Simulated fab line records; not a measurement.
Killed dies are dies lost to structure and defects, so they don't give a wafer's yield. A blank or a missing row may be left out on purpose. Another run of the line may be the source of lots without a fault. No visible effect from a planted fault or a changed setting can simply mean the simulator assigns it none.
What tool caused it? -- flow ritCmos -- 15 lots with 45 wafers sampled at 4 steps, on a route of 202 steps

WHAT EACH GAUGE READ, for each wafer
Not one reading of a measure or inspect step in the record can be checked against a usual standard deviation.

WHAT TOOL EACH LOT RAN ON (gives the tool, then ch and the chambers of the sampled wafers, and finally the start)
lot,RIT_NRETRO_STRIP_09,RIT_GATE_STRIP_20,RIT_NLDD_STRIP_09,RIT_NSD_EXPOSE_03
L823,"plasmaAsher-04 ch 0,1, day 2 15:17","plasmaAsher-01 ch 0,1, day 3 01:34","plasmaAsher-03 ch 0,1, day 3 07:56","ilineStepper-01 ch 0, day 3 13:15"
L825,"plasmaAsher-04 ch 0,1, day 3 04:53","plasmaAsher-03 ch 0,1, day 3 12:46","plasmaAsher-04 ch 0,1, day 3 19:31","ilineStepper-01 ch 0, day 4 00:28"
L826,"plasmaAsher-01 ch 0,1, day 3 10:53","plasmaAsher-01 ch 0, day 3 21:12","plasmaAsher-04 ch 0,1, day 4 05:35","ilineStepper-02 ch 0, day 4 10:20"
L827,"plasmaAsher-01 ch 0,1, day 3 14:59","plasmaAsher-01 ch 0,1, day 4 03:39","plasmaAsher-04 ch 0,1, day 4 10:52","ilineStepper-01 ch 0, day 4 15:36"
L833,"plasmaAsher-02 ch 0,1, day 4 20:03","plasmaAsher-01 ch 0,1, day 5 04:44","plasmaAsher-03 ch 0,1, day 5 10:56","ilineStepper-02, day 5 15:40"
L834,"plasmaAsher-02 ch 0, day 5 00:43","plasmaAsher-04 ch 0,1, day 5 10:53","plasmaAsher-04 ch 0,1, day 5 16:31","ilineStepper-01, day 5 21:19"
L835,"plasmaAsher-01 ch 0,1, day 5 05:21","plasmaAsher-04 ch 0,1, day 5 14:40","plasmaAsher-02 ch 0,1, day 5 20:53","ilineStepper-01, day 6 01:43"
L836,"plasmaAsher-02 ch 1, day 5 07:48","plasmaAsher-01 ch 1, day 5 16:22","plasmaAsher-04 ch 0,1, day 5 21:26","ilineStepper-01 ch 0, day 6 03:09"
L839,"plasmaAsher-01 ch 0,1, day 5 21:17","plasmaAsher-01 ch 0,1, day 6 04:56","plasmaAsher-03 ch 0, day 6 10:07","ilineStepper-01 ch 0, day 6 14:53"
L840,"plasmaAsher-02 ch 0,1, day 6 01:49","plasmaAsher-04 ch 0,1, day 6 10:46","plasmaAsher-02 ch 0,1, day 6 16:06","ilineStepper-02 ch 0, day 7 02:25"
L841,"plasmaAsher-01 ch 0,1, day 6 07:04","plasmaAsher-01 ch 1, day 6 16:25","plasmaAsher-02 ch 0,1, day 6 21:15","ilineStepper-02 ch 0, day 7 03:46"
L842,"plasmaAsher-02 ch 0,1, day 6 11:32","plasmaAsher-01 ch 0,1, day 6 20:33","plasmaAsher-03 ch 0,1, day 7 01:11","ilineStepper-02 ch 0, day 7 05:47"
L843,"plasmaAsher-04 ch 0,1, day 6 16:01","plasmaAsher-01 ch 0,1, day 6 23:32","plasmaAsher-02 ch 0,1, day 7 05:44","ilineStepper-02 ch 0, day 7 10:25"
L844,"plasmaAsher-01 ch 0,1, day 6 21:40","plasmaAsher-01 ch 0,1, day 7 08:25","plasmaAsher-04 ch 0,1, day 7 13:32","ilineStepper-02 ch 0, day 7 19:28"
L845,"plasmaAsher-01 ch 0,1, day 7 04:08","plasmaAsher-01 ch 0,1, day 7 14:49","plasmaAsher-02 ch 0,1, day 7 19:24","ilineStepper-01 ch 0, day 8 01:14"
- RIT_NRETRO_STRIP_09: strips in O2, time 180 s.
- RIT_GATE_STRIP_20: strips in O2, time 180 s.
- RIT_NLDD_STRIP_09: strips in O2, time 180 s.
- RIT_NSD_EXPOSE_03: exposes mask M9, target cd 40700 nm.

WHAT THE TOOLS THEMSELVES READ (means of the sampled wafers that have a number; where no wafer has one, the mark that the record gives instead)
RIT_NRETRO_STRIP_09.
lot,tool,drypumpMotorCurrentA (A)
L823,plasmaAsher-04,5.62
L825,plasmaAsher-04,5.41
L826,plasmaAsher-01,5.86
L827,plasmaAsher-01,5.97
L833,plasmaAsher-02,5.85
L834,plasmaAsher-02,5.77
L835,plasmaAsher-01,5.84
L836,plasmaAsher-02,6.04
L839,plasmaAsher-01,5.94
L840,plasmaAsher-02,5.91
L841,plasmaAsher-01,5.83
L842,plasmaAsher-02,5.86
L843,plasmaAsher-04,5.61
L844,plasmaAsher-01,5.95
L845,plasmaAsher-01,5.95

RIT_GATE_STRIP_20.
lot,tool,drypumpMotorCurrentA (A)
L823,plasmaAsher-01,5.95
L825,plasmaAsher-03,5.63
L826,plasmaAsher-01,5.73
L827,plasmaAsher-01,5.95
L833,plasmaAsher-01,5.83
L834,plasmaAsher-04,5.41
L835,plasmaAsher-04,5.42
L836,plasmaAsher-01,6.05
L839,plasmaAsher-01,5.97
L840,plasmaAsher-04,5.41
L841,plasmaAsher-01,6.08
L842,plasmaAsher-01,5.95
L843,plasmaAsher-01,5.98
L844,plasmaAsher-01,5.86
L845,plasmaAsher-01,5.85

RIT_NLDD_STRIP_09.
lot,tool,drypumpMotorCurrentA (A)
L823,plasmaAsher-03,5.63
L825,plasmaAsher-04,5.60
L826,plasmaAsher-04,5.61
L827,plasmaAsher-04,5.45
L833,plasmaAsher-03,5.61
L834,plasmaAsher-04,5.62
L835,plasmaAsher-02,5.85
L836,plasmaAsher-04,5.61
L839,plasmaAsher-03,5.40
L840,plasmaAsher-02,5.93
L841,plasmaAsher-02,5.92
L842,plasmaAsher-03,5.51
L843,plasmaAsher-02,5.93
L844,plasmaAsher-04,5.41
L845,plasmaAsher-02,5.86

RIT_NSD_EXPOSE_03.
lot,tool,exposureDoseMJCm2,focusOffsetNm (nm),stageVelMmS (mm/s)
L823,ilineStepper-01,250.42,0.3,499.93
L825,ilineStepper-01,249.81,-0.2,500.06
L826,ilineStepper-02,250.33,-0.6,500.00
L827,ilineStepper-01,249.91,0.5,499.51
L833,ilineStepper-02,-,-,-
L834,ilineStepper-01,-,-,-
L835,ilineStepper-01,-,-,-
L836,ilineStepper-01,250.09,-0.4,499.98
L839,ilineStepper-01,249.98,0.2,499.62
L840,ilineStepper-02,249.99,0.2,499.75
L841,ilineStepper-02,249.57,-0.1,499.99
L842,ilineStepper-02,249.60,-1.1,500.14
L843,ilineStepper-02,249.82,0.5,500.07
L844,ilineStepper-02,250.18,-0.5,500.15
L845,ilineStepper-01,250.10,0.7,500.15

THE ANSWER, worked out from the rows above alone
Rule: the lots themselves supply what counts as usual. Put in order of their means at a reading, lots are off if they are a third of the lots or fewer, leave a main group of 4 or more, and stand apart from it by a gap of 3 or more times the standard deviation of the main group's means; of several such gaps the widest counts. A main group is skipped when, at the precision printed for the reading in the tables above, its means are all equal. A lot without any number at a reading at which 4 lots or more have one is off too. All remaining lots with rows at the step are treated as sound. First the gauges in route order, then the tools' own readings, where a lot's mean is used as printed above. At the first step where some lot is off, the reading lying furthest off is the one used; lots without a number count as furthest.
Off: L833, L834, L835 (RIT_NSD_EXPOSE_03, exposureDoseMJCm2). Without a number there: L833, L834, L835. The main group: mean 249.98, standard deviation 0.25.
A tool fits if, at that step or a process step before it, it ran every lot that is off, and no sound lot after the first of them. Of those tried, none fits.

WHAT THE SIMULATOR HAD INSERTED
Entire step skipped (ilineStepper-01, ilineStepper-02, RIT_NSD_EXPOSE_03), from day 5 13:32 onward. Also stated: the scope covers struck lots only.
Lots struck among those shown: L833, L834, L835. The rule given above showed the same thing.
